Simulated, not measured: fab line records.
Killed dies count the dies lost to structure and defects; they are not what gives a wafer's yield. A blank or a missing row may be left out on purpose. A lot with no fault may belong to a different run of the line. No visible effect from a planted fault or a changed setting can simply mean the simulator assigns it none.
Which tool is to blame? | flow ritCmos | 7 lots, 21 wafers sampled, at 2 steps of a route of 202

WHAT THE GAUGES SHOWED, per wafer
RIT_WELLDRIVE_RS_MEAS_02: the measuring method here is four-point-probe.
lot  | measured    | on           | PWELL_RS (ohm/sq)
L388 | day 2 11:04 | filmMetro-02 | 431.4 430.9 430.4
L391 | day 3 02:25 | filmMetro-02 | 430.9 430.6 431.2
L398 | day 4 15:48 | filmMetro-04 | 438.9 438.9 439.5
L402 | day 5 10:22 | filmMetro-02 | 429.8 429.6 430.1
L404 | day 5 18:28 | filmMetro-01 | 431.9 430.3 429.7
L406 | day 6 04:44 | filmMetro-04 | 429.0 430.2 430.2
L410 | day 7 01:05 | filmMetro-04 | 429.0 428.3 426.7

WHICH TOOL RAN EACH LOT (tool, then ch and the chambers of the sampled wafers, then the start)
lot  | RIT_PWELL_IMPLANT_08
L388 | implanter-01 ch 0, day 2 05:10
L391 | implanter-03 ch 0, day 2 20:06
L398 | implanter-03 ch 0, day 4 08:59
L402 | implanter-01 ch 0, day 5 04:05
L404 | implanter-01 ch 0, day 5 12:53
L406 | implanter-04 ch 0, day 5 22:52
L410 | implanter-03 ch 0, day 6 18:27
- RIT_PWELL_IMPLANT_08

THE ANSWER, worked out from the rows above alone
Rule: usual is defined by the lots themselves. Put in order of their means at a reading, lots are off if they are a third of the lots or fewer, leave a main group of 4 or more, and stand apart from it by a gap of 3 or more times the standard deviation of the main group's means; of several such gaps the widest counts. A main group is skipped when, at the precision printed for the reading in the tables above, its means are all equal. Also off: a lot with no number at a reading for which 4 or more lots have one. Where the step has rows for the other lots, those lots are counted as sound.
Off: L398, at RIT_WELLDRIVE_RS_MEAS_02 (PWELL_RS). Main group: mean 430.0 ohm/sq, sd 1.
If a tool, at a process step before that reading, ran all the lots that are off and no sound lot after the first of them, it fits. Gauges at RIT_WELLDRIVE_RS_MEAS_02: tried the same way as those tools. Not one of the candidates tried fits.

WHAT WAS PUT IN BY THE SIMULATOR
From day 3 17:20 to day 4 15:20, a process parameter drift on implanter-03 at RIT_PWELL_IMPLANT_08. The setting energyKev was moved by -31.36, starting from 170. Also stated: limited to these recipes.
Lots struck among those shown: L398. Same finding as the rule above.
